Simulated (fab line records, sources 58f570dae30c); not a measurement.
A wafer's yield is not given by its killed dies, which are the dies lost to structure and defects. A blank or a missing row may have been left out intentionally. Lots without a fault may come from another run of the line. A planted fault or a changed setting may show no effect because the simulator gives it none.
Which tool was responsible? | flow berkeley-cmos170 | 7 lots (21 wafers sampled), 1 step of a 331-step route

WHAT EACH GAUGE READ, for each wafer
UCB170_V1_BOW_MEAS_03.
lot  | measured     | on            | V1_BOW (um)
L463 | day 7 12:17  | film-metro-01 | 16 12 22
L466 | day 8 14:31  | film-metro-01 | 25 19 22
L471 | day 8 23:35  | film-metro-01 | 26 15 26
L472 | day 9 16:04  | film-metro-01 | 16 10 17
L476 | day 10 09:06 | film-metro-02 | 11 18 11
L481 | day 11 03:35 | film-metro-03 | 4 24 32
L484 | day 12 06:10 | film-metro-03 | 23 13 19

TOOL THAT RAN EACH LOT (tool first, then ch and the chambers of the sampled wafers, then the start)
Before these readings, the record contains no process step.

THE ANSWER, worked out from the rows above alone
Rule: what is usual is taken from the lots themselves. The widest of any qualifying gaps counts: lots, ordered by their means at a reading, are off when they make up no more than a third of the lots, leave a main group of 4 or more, and stand apart from it by 3 or more times the standard deviation of that group's means. The tables above print the reading to a certain number of digits; a main group whose means all agree to those digits is not used. Also off: a lot with no number at a reading for which 4 or more lots have one. Any other lot the step has rows for is counted as sound.
No lot is off at any reading shown: from this, nothing can be told.

WHAT THE SIMULATOR HAD INSERTED
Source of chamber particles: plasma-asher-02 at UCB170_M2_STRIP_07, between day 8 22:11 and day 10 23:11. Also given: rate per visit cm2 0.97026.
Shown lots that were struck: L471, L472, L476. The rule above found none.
